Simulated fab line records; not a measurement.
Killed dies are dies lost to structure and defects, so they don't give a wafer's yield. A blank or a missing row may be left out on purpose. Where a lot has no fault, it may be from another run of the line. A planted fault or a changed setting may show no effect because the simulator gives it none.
One fault through the eyes of 2 desks    flow berkeley_cmos170    numbers are kept per desk, each desk with only its own; the story behind them comes last

FOR THE TOOL OWNER'S DESK: pvd_sputter-02
The tool's own readings at UCB170_M3_SPUTTER_01 (material Al, target thk 900 nm, time 120 s): means of the sampled wafers that have a number, for each lot that ran on this tool. The brackets show how far a lot's mean lies from the usual mean; more than 4 standard deviations puts the lot out of limits, marked OUT.
Columns: A = throttle_valve_pct at UCB170_M3_SPUTTER_01, usual 29.2 %
lot   first seen here  A
L808  day 9 02:58      29.9
L811  day 9 13:25      30.3
L813  day 10 03:23     30.3
L815  day 10 19:54     30.6
L819  day 11 08:36     29.9
This desk found nothing out of limits on any of the 5 lots.

THE METROLOGY DESK
What the gauges read for every lot (on any tool): the sampled wafers with a number, averaged. The brackets show how far a lot's mean lies from the usual mean; more than 4 standard deviations puts the lot out of limits, marked OUT.
Columns: A = M1_OVL at UCB170_M1_OVL_MEAS_10, usual -6 nm; B = M3_AL_RS at UCB170_M3_RS_MEAS_02, usual 0.03214 ohm/sq; C = M3_AL_THK at UCB170_M3_THK_MEAS_03, usual 888 nm
lot   first seen here  A    B                  C
L806  day 7 23:51      -6   0.03224            892
L808  day 8 15:38      -12  0.03203            891
L810  day 9 02:47      -8   0.03210            887
L811  day 9 03:43      -10  0.03214            886
L813  day 9 14:28      -4   0.03293            869
L814  day 10 05:04     -4   0.03213            892
L815  day 10 06:41     -5   0.05996 (+96) OUT  482 (-44) OUT
L816  day 10 07:24     2    0.03232            875
L819  day 10 23:13     1    0.06014 (+97) OUT  479 (-44) OUT
L824  day 12 03:43     2    0.03192            896
L825  day 12 12:33     -3   0.03241            876
L826  day 12 23:25     -9   0.03221            882
L827  day 13 15:01     -12  0.03191            896
L828  day 13 15:18     -7   0.03236            885
This desk's result: L815, L819 out of limits, first on L815 (M3_AL_RS at UCB170_M3_RS_MEAS_02), day 10 20:02. L806, L808, L810, L811, L813, L814, L816, L824, L825, L826, L827, L828 stayed within limits.

BROUGHT TOGETHER
The metrology desk could have raised an alarm at day 10 20:02, on L815, L819.
Nothing out of limits was seen by the tool owner's desk.
The tool owner's desk has L815, L819 on record, within its limits.
All the named lots went through UCB170_M3_SPUTTER_01 on pvd_sputter-02.

WHAT THE SIMULATOR PUT IN
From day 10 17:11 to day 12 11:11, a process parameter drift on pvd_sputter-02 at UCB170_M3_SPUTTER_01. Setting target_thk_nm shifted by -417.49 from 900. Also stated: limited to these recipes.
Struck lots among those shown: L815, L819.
Per desk, hours elapsed from the start of the fault to the first reading out of limits: for the metrology desk, 3.
